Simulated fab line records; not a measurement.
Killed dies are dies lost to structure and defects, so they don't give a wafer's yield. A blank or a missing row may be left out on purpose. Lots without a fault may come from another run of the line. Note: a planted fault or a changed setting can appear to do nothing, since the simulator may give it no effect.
A lot that was struck, set against a sound lot + flow rit cmos + 45 steps out of a route of 202
Sound: the wafers L722.4, L722.5, L722.6. Wafers L731.1, L731.3, L731.6 were the ones struck. The cause comes at the end.
At each step with rows: each side's tool, then ch and its chambers, then its first start. Under that, the readings that differ: sound wafers + struck wafers + difference of the means + sigmas: that difference in standard deviations of wafers without a fault.
alike: readings with means less than 2 such deviations apart, plus words and numbers identical on both sides. not compared: withheld readings, readings lacking a value on some wafer, bounds such as >300 that could conceal the same value, and numbers that have no deviation in the record and whose values overlap.
A row with sigmas, a row that says differs or no value, or rows on one side alone: a step with any of these is where the two part. Non-overlapping numbers with no deviation appear without sigmas and do not part them. A reading that every wafer of one side lacks parts them only if that side has two wafers or more.

first, 3 steps without rows for these wafers: RIT_NLDD_HARDBAKE_07 (time 60 s); RIT_NLDD_IMPLANT_08; RIT_NLDD_STRIP_09 (strips in O2, time 180 s).
RIT_NLDD_TW_MEAS_10:
  sound on film metro-02, day 4 11:13; struck on film metro-02, day 6 06:55
  alike: NLDD_TW
then, 6 steps without rows for these wafers: RIT_PLDD_HMDS_00 (prime time 60 s); RIT_PLDD_COAT_01 (resist thk 1000 nm); RIT_PLDD_SOFTBAKE_02 (time 60 s); RIT_PLDD_EXPOSE_03 (exposes mask M8, target cd 40900 nm); RIT_PLDD_PEB_04; RIT_PLDD_DEVELOP_05 (develop time 50 s).
RIT_PLDD_OVL_MEAS_06:
  sound on overlay-02, day 4 12:14; struck on overlay-02, day 6 07:57
  alike: PLDD_OVL
then, 1 step without rows for these wafers: RIT_PLDD_HARDBAKE_07 (time 60 s).
RIT_PLDD_IMPLANT_08:
  sound on implanter-02 ch 0, day 4 12:29; struck on implanter-03 ch 0, day 6 08:08
| reading                   | sound                | struck               | difference | sigmas      |
|---------------------------|----------------------|----------------------|------------|-------------|
| beam energy keV           | 20.011 20.016 19.990 | 19.312 19.303 19.304 | -0.699     | -99 or more |
| model.implant.drp nm (nm) | 9.752 9.752 9.752    | 9.513 9.513 9.513    | -0.239     |             |
  alike: tilt deg
RIT_PLDD_STRIP_09: strips in O2, time 180 s.
  sound on plasma asher-04 ch 0,1, day 4 12:37; struck on plasma asher-02 ch 0, day 6 08:17
| reading                     | sound       | struck      | difference | sigmas |
|-----------------------------|-------------|-------------|------------|--------|
| drypump motor current A (A) | 5.4 5.7 5.4 | 6.4 6.4 6.4 | +0.9       | +2     |
  alike: chamber pressure mTorr
  not compared: rf hours counter h
RIT_PLDD_TW_MEAS_10:
  sound on film metro-03, day 4 12:46; struck on film metro-02, day 6 08:28
  alike: PLDD_TW
then, 4 steps without rows for these wafers: RIT_SPACER_CLEAN_00 (cleans in SC1, time 600 s); RIT_SPACER_CLEAN_01 (cleans in dHF, time 30 s); RIT_SPACER_CLEAN_02 (cleans in SC2, time 600 s); RIT_SPACER_CVD_03 (deposits Si3N4 from SiH2Cl2/NH3, target thk 250 nm, time 3226 s).
RIT_SPACER_THK_MEAS_04:
  sound on film metro-02, day 4 15:17; struck on film metro-02, day 6 10:50
  alike: SPACER_NITRIDE_THK
RIT_SPACER_ETCHBACK_05: etches Si3N4 in SF6/CHF3, stops on SiO2, target depth 250 nm, time 240 s.
  sound on rie diel-01 ch 1,2,3, day 4 15:23; struck on rie diel-01 ch 0,2,3, day 6 10:53
  alike: chamber pressure mTorr, drypump motor current A, oes product au, throttle valve pct
  not compared: rf hours counter h
then, 2 steps without rows for these wafers: RIT_NSD_HMDS_00 (prime time 60 s); RIT_NSD_COAT_01 (resist thk 1000 nm).
RIT_NSD_SOFTBAKE_02: time 60.96 s.
  sound on litho track-03 ch 0, day 4 15:50; struck on litho track-03 ch 0, day 6 11:20
  alike: plate sensor t centre C, plate sensor t edge C, softbake temp c
then, 3 steps without rows for these wafers: RIT_NSD_EXPOSE_03 (exposes mask M9, target cd 40700 nm); RIT_NSD_PEB_04; RIT_NSD_DEVELOP_05 (develop time 50 s).
RIT_NSD_OVL_MEAS_06:
  sound on overlay-02, day 4 16:35; struck on overlay-02, day 6 11:53
  alike: NSD_OVL
then, 2 steps without rows for these wafers: RIT_NSD_HARDBAKE_07 (time 60 s); RIT_NSD_IMPLANT_08.
RIT_NSD_STRIP_09: strips in O2, time 180 s.
  sound on plasma asher-01 ch 0,1, day 4 16:58; struck on plasma asher-01 ch 0,1, day 6 12:14
  alike: chamber pressure mTorr, drypump motor current A
  not compared: rf hours counter h
RIT_NSD_TW_MEAS_10:
  sound on film metro-03, day 4 17:07; struck on film metro-02, day 6 12:24
  alike: NSD_TW
then, 6 steps without rows for these wafers: RIT_PSD_HMDS_00 (prime time 60 s); RIT_PSD_COAT_01 (resist thk 1000 nm); RIT_PSD_SOFTBAKE_02 (time 60 s); RIT_PSD_EXPOSE_03 (exposes mask M10, target cd 40900 nm); RIT_PSD_PEB_04; RIT_PSD_DEVELOP_05 (develop time 50 s).
RIT_PSD_OVL_MEAS_06:
  sound on overlay-02, day 4 18:08; struck on overlay-02, day 6 13:26
  alike: PSD_OVL
then, 2 steps without rows for these wafers: RIT_PSD_HARDBAKE_07 (time 60 s); RIT_PSD_IMPLANT_08.
RIT_PSD_STRIP_09: strips in O2, time 180 s.
  sound on plasma asher-04 ch 0,1, day 4 18:31; struck on plasma asher-02 ch 0,1, day 6 13:46
  alike: chamber pressure mTorr, drypump motor current A
  not compared: rf hours counter h
RIT_SDANNEAL_RS_MEAS_06: uses a four-point probe to measure.
  sound on film metro-02, day 4 19:26; struck on film metro-03, day 6 15:25
| reading          | sound             | struck            | difference | sigmas |
|------------------|-------------------|-------------------|------------|--------|
| PLDD_RS (ohm/sq) | 179.1 178.8 178.5 | 181.2 182.1 181.5 | +2.8       | +6     |
  not compared: hold
RIT_SDANNEAL_RS_MEAS_07: uses a four-point probe to measure.
  sound on film metro-02, day 4 19:34; struck on film metro-03, day 6 18:35
| reading | sound | struck                                                                     | difference                   | sigmas |
|---------|-------|----------------------------------------------------------------------------|------------------------------|--------|
| hold    | - - - | await dispo/2.9h/release await dispo/2.9h/release await dispo/2.9h/release | no value on the sound wafers |        |
  alike: NLDD_RS
RIT_M1_PROBE_99:
  sound on prober-01, day 5 02:49; struck on prober-01, day 7 03:28
  alike: killed at front end, killed dies, killed open, killed short

## WHERE THEY PART
Last at RIT_SDANNEAL_RS_MEAS_07 as far as this record goes, first at RIT_PLDD_IMPLANT_08. Later steps at which nothing parts them and some readings are alike: RIT_M1_PROBE_99.

WHY: what the simulator had put in
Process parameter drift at RIT_PLDD_IMPLANT_08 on implanter-03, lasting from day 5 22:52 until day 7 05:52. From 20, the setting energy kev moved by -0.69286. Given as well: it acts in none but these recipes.
